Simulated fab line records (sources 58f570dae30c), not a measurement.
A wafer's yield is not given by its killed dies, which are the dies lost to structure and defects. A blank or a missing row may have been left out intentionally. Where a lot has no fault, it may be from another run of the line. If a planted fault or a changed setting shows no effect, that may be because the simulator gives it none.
fab line records ; flow berkeley-cmos170
record: lots: 7; wafers: 21; last-day: 12
route steps=331 shown PVT@124 GATE@125 FIELD@126
lots that met no fault: from a run of the same line without faults
start-h: hours from the record's first day to the start of the lot's first wafer shown ; wait-h: hours since the lot's step before ; " repeats the value in the row above ; L1.1+2: a single row standing in for several wafers ; - either no value or no given start ; * or withheld: withheld ; < > ~ a bound
route shown NAME@n: a module of which the file shows steps, and the number in the route of the first ; usual: mean and standard deviation over wafers with no fault ; same: alike in all rows ; chamber/n: place in a boat ; sites: the reading at each site ; _std_site: standard deviation across them ; _edge_site: mean of outer sites minus mean of inner sites ; radius-mm: how far each site lies from the wafer's centre ; mask NAME#n: copy n ; behind: the tool/chamber that last shaped the wafer ; hold: the reason the lot was held/the length of the hold in hours/how it ended ; device: whichever transistor did not switch (one of n, p or np) ; end of line: at the end of the route, the tests of the same wafers ; a step given without rows: its recipe and nothing more ; killed: not the wafer's yield, but the dies lost to structure and defects at the first sort ; map: dies across one wafer; x = killed, . = not, _ = none there
set.NAME: the setting that was run; set.NAME@STEP: the one run at that earlier step ; model.NAME: the simulator's own value behind a step, which no gauge read
a table for each step, a row for each wafer; lots at some steps of the route
== steps ==
step: UCB170_PVT_TW_MEAS_09
usual: PVT_TW: 514/3.6
lot.wafer;tool;chamber;start-h;wait-h;PVT_TW
L764.2;film-metro-01;-;108.52;0.1;520
L764.4;film-metro-01;-;108.52;0.1;516
L764.5;film-metro-01;-;108.52;0.1;519
L769.1;film-metro-04;-;132.49;0.1;511
L769.2;film-metro-04;-;132.49;0.1;511
L769.4;film-metro-04;-;132.49;0.1;509
L770.1;film-metro-01;-;139.92;0.1;520
L770.5;film-metro-01;-;139.92;0.1;518
L770.6;film-metro-01;-;139.92;0.1;517
L771.2;film-metro-04;-;150.01;0.1;515
L771.4;film-metro-04;-;150.01;0.1;515
L771.5;film-metro-04;-;150.01;0.1;513
L779.1;film-metro-03;-;190.13;0.1;513
L779.3;film-metro-03;-;190.13;0.1;513
L779.5;film-metro-03;-;190.13;0.1;512
L785.1;film-metro-04;-;221.46;0.1;511
L785.4;film-metro-04;-;221.46;0.1;513
L785.5;film-metro-04;-;221.46;0.1;513
L786.2;film-metro-01;-;232.92;0.1;513
L786.3;film-metro-01;-;232.92;0.1;517
L786.5;film-metro-01;-;232.92;0.1;514
step: UCB170_GATE_WET_ETCH_00
recipe: chemistry: dHF; dilution: 25:1; target: SiO2; temp-c: 25; time-s: 200
step: UCB170_FIELD_THK_MEAS_91
recipe: reads: SiO2_of_FIELD_OXIDATION_01
usual: FIELD_OXIDE_LEFT_2_THK: 357/12
lot.wafer;tool;chamber;start-h;wait-h;FIELD_OXIDE_LEFT_2_THK[nm]
L764.2;film-metro-03;-;108.65;0.0;345
L764.4;film-metro-03;-;108.65;0.0;351
L764.5;film-metro-03;-;108.65;0.0;355
L769.1;film-metro-04;-;132.70;0.0;348
L769.2;film-metro-04;-;132.70;0.0;335
L769.4;film-metro-04;-;132.70;0.0;342
L770.1;film-metro-01;-;140.05;0.0;361
L770.5;film-metro-01;-;140.05;0.0;368
L770.6;film-metro-01;-;140.05;0.0;361
L771.2;film-metro-01;-;150.13;0.0;377
L771.4;film-metro-01;-;150.13;0.0;384
L771.5;film-metro-01;-;150.13;0.0;383
L779.1;film-metro-04;-;190.39;0.0;362
L779.3;film-metro-04;-;190.39;0.0;363
L779.5;film-metro-04;-;190.39;0.0;366
L785.1;film-metro-03;-;221.58;0.0;363
L785.4;film-metro-03;-;221.58;0.0;353
L785.5;film-metro-03;-;221.58;0.0;362
L786.2;film-metro-04;-;233.33;0.0;361
L786.3;film-metro-04;-;233.33;0.0;356
L786.5;film-metro-04;-;233.33;0.0;359
step: UCB170_GATE_OXIDATION_01
recipe: temp-c: 850; ambient: O2; target-thk-a: 66; ox-time-s: 1800
step: UCB170_GATE_THK_MEAS_02
recipe: reads: SiO2_of_GATE_OXIDATION_01
usual: GATE_OXIDE_THK: 6.63/0.15
lot.wafer;tool;chamber;start-h;wait-h;GATE_OXIDE_THK[nm]
L764.2;film-metro-03;-;113.86;0.0;6.81
L764.4;film-metro-03;-;113.86;0.0;6.70
L764.5;film-metro-03;-;113.86;0.0;6.72
L769.1;film-metro-02;-;137.74;0.0;6.84
L769.2;film-metro-02;-;137.74;0.0;6.74
L769.4;film-metro-02;-;137.74;0.0;6.79
L770.1;film-metro-02;-;144.35;0.0;6.67
L770.5;film-metro-02;-;144.35;0.0;6.57
L770.6;film-metro-02;-;144.35;0.0;6.65
L771.2;film-metro-03;-;155.91;0.0;6.28
L771.4;film-metro-03;-;155.91;0.0;6.36
L771.5;film-metro-03;-;155.91;0.0;6.40
L779.1;film-metro-02;-;195.54;0.0;6.68
L779.3;film-metro-02;-;195.54;0.0;6.73
L779.5;film-metro-02;-;195.54;0.0;6.60
L785.1;film-metro-04;-;224.38;0.0;6.58
L785.4;film-metro-04;-;224.38;0.0;6.55
L785.5;film-metro-04;-;224.38;0.0;6.67
L786.2;film-metro-04;-;239.40;0.1;6.59
L786.3;film-metro-04;-;239.40;0.1;6.58
L786.5;film-metro-04;-;239.40;0.1;6.49
step: UCB170_GATE_ANNEAL_03
recipe: temp-c: 900; time-s: 1800; ambient: N2
step: UCB170_GATE_CVD_04
recipe: material: poly-Si; temp-c: 610; precursor: SiH4; time-s: 1440; pressure-mtorr: 375; target-thk-nm: 214; sih4-flow-sccm: 120
step: UCB170_GATE_THK_MEAS_05
recipe: reads: poly-Si_of_GATE_CVD_04
usual: GATE_POLY_THK: 214.8/2.1
lot.wafer;tool;chamber;start-h;wait-h;GATE_POLY_THK[nm]
L764.2;film-metro-02;-;119.61;0.0;214.7
L764.4;film-metro-02;-;119.61;0.0;216.4
L764.5;film-metro-02;-;119.61;0.0;214.7
L769.1;film-metro-02;-;143.44;0.0;215.6
L769.2;film-metro-02;-;143.44;0.0;213.2
L769.4;film-metro-02;-;143.44;0.0;214.1
L770.1;film-metro-03;-;150.27;0.0;215.5
L770.5;film-metro-03;-;150.27;0.0;211.8
L770.6;film-metro-03;-;150.27;0.0;213.5
L771.2;film-metro-03;-;164.22;0.0;216.8
L771.4;film-metro-03;-;164.22;0.0;218.2
L771.5;film-metro-03;-;164.22;0.0;217.0
L779.1;film-metro-04;-;202.66;0.0;218.4
L779.3;film-metro-04;-;202.66;0.0;215.5
L779.5;film-metro-04;-;202.66;0.0;217.3
L785.1;film-metro-02;-;232.37;0.0;218.3
L785.4;film-metro-02;-;232.37;0.0;217.5
L785.5;film-metro-02;-;232.37;0.0;216.6
L786.2;film-metro-03;-;244.91;0.0;214.8
L786.3;film-metro-03;-;244.91;0.0;214.8
L786.5;film-metro-03;-;244.91;0.0;214.9
step: UCB170_GATE_COAT_06
recipe: resist: BARC; temp-c: withheld; time-s: withheld; spin-rpm: 3000; resist-thk-nm: withheld
step: UCB170_GATE_COAT_07
recipe: resist: KrF; spin-rpm: 1500; resist-thk-nm: 900
step: UCB170_GATE_SOFTBAKE_08
recipe: resist: KrF; temp-c: 130; time-s: 60
step: UCB170_GATE_EXPOSE_09
recipe: mask-id: POLY; target-cd-nm: 350; na: 0.5; sigma-outer: 0.6; source-shape: conventional; dose-mj: 21
step: UCB170_GATE_PEB_10
recipe: peb-temp-c: 130; peb-time-s: withheld; resist: KrF
usual: chill-plate-temp-C: 23.02/0.11; exhaust-pa: 44.7/0.91
lot.wafer;tool;chamber;start-h;wait-h;chill-plate-temp-C;exhaust-pa
L764.2;litho-track-03;0;120.62;0.1;22.95;43.2
L764.4;litho-track-03;0;120.62;0.1;23.18;43.8
L764.5;litho-track-03;0;120.62;0.1;22.97;43.5
L769.1;litho-track-03;-;144.80;0.4;-;-
L769.2;litho-track-03;-;144.80;0.4;-;-
L769.4;litho-track-03;-;144.80;0.4;-;-
L770.1;litho-track-03;-;150.97;0.2;-;-
L770.5;litho-track-03;-;150.97;0.2;-;-
L770.6;litho-track-03;-;150.97;0.2;-;-
L771.2;litho-track-04;-;164.86;0.1;-;-
L771.4;litho-track-04;-;164.86;0.1;-;-
L771.5;litho-track-04;-;164.86;0.1;-;-
L779.1;litho-track-04;0;203.46;0.3;22.97;46.3
L779.3;litho-track-04;0;203.46;0.3;23.22;45.6
L779.5;litho-track-04;0;203.46;0.3;22.86;44.8
L785.1;litho-track-04;0;233.31;0.1;22.78;45.0
L785.4;litho-track-04;0;233.31;0.1;22.98;45.4
L785.5;litho-track-04;0;233.31;0.1;22.82;46.0
L786.2;litho-track-01;0;246.39;0.5;23.04;44.6
L786.3;litho-track-01;0;246.39;0.5;23.10;44.6
L786.5;litho-track-01;0;246.39;0.5;23.24;44.5
step: UCB170_GATE_DEVELOP_11
recipe: developer: TMAH; develop-time-s: 45; resist: KrF; dev-temp-c: 21
== key ==
first-sign: step: UCB170_GATE_PEB_10; reading: tool-record; direction: missing
effect none on later readings
met-at UCB170_GATE_PEB_10
struck-wafers L769.1,L769.2,L769.4,L770.1,L770.5,L770.6,L771.2,L771.4,L771.5
later-rows-left-out L769.1,L769.2,L769.4,L770.1,L770.5,L770.6,L771.2,L771.4,L771.5
sort-left-out L769.1,L769.2,L769.4,L770.1,L770.5,L770.6,L771.2,L771.4,L771.5
tester-left-out L769,L770,L771
onset-between 120.62 144.80
fault: kind: skipped-step-whole; tool: litho-track-03,litho-track-04; chamber: -; onset-h: 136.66; steps: UCB170_GATE_PEB_10; scope: struck-lots-only
tester-left-out: of these lots the tester's yield and bins aren't shown, on N5 and GAA mostly nor the transistor test; their killed dies are dies lost to structure and defects alone, not to doping, threshold or leakage, so they don't give the yield
sort-left-out: the simulated sort isn't trusted on such a fault, so these wafers' sort isn't shown, and their yield isn't known
later-rows-left-out: the simulator's readings of these wafers behind a module that went badly wrong aren't trusted and aren't shown, but for the sort
